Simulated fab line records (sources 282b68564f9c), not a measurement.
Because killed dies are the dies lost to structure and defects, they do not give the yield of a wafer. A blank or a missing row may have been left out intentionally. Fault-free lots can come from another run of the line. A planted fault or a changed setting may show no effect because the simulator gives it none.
Matching of chambers -- flow rit cmos -- 4 sister chambers for RIT_GATE_ETCH_19 on rie si-02
The step etches poly-Si in SF6/CHF3/O2, stops on SiO2, time 165 s, target depth 312.5 nm. 14 wafers are shown with their chamber, then 7 later ones without.

EACH WAFER AND ITS CHAMBER
wafer,chamber,throttle valve pct (%),drypump motor current A (A),oes product au (a.u.)
L876.1,3,10.43,5.9,0.830
L876.4,0,10.10,5.0,0.850
L876.6,1,10.15,5.4,0.870
L878.2,1,10.15,5.4,0.859
L878.3,2,10.33,6.0,0.836
L878.4,1,10.15,5.4,0.831
L880.1,3,10.44,5.9,0.824
L880.4,0,10.12,5.0,0.831
L880.5,1,10.15,5.4,0.837
L887.1,1,10.15,5.3,0.847
L887.2,3,10.43,5.9,0.822
L887.5,3,10.42,6.0,0.835
L893.1,1,10.16,5.4,0.853
L893.2,3,10.42,6.0,0.835

SIGNATURES, as means of the wafers listed above
reading,chamber 0,chamber 1,chamber 2,chamber 3,scatter within a chamber
throttle valve pct,10.1100,10.1517,10.3300,10.4280,0.00751
drypump motor current A,5.000,5.383,6.000,5.940,0.0451
oes product au,0.84050,0.84950,0.83600,0.82920,0.0116
Rule: a wafer's distance from a chamber is the root of the sum, over the readings, of the square of ((its reading less the chamber's mean) divided by the reading's scatter). If the next closest chamber is less than 2 further off than the closest, the wafer can't be placed; otherwise it belongs to the closest. The scatter: take each reading less its chamber's mean, square it, sum over the shown wafers, divide by the number of wafers less the number of chambers, and take the root.

WAFERS WHOSE CHAMBER IS MISSING
wafer,throttle valve pct (%),drypump motor current A (A),oes product au (a.u.)
L893.4,10.13,5.0,0.836
L895.2,10.43,6.0,0.824
L895.3,10.15,5.3,0.846
L895.6,10.10,5.1,0.831
L899.4,10.43,5.9,0.840
L899.5,10.17,5.4,0.856
L899.6,10.30,6.0,0.842

WHICH CHAMBER EACH ONE RAN IN
wafer,from the rows above,in truth
L893.4,0,0
L895.2,3,3
L895.3,1,1
L895.6,0,0
L899.4,3,3
L899.5,1,1
L899.6,2,2
Correct placement for 7 of the 7. Not placeable from these rows: 0. Wrongly placed: 0.
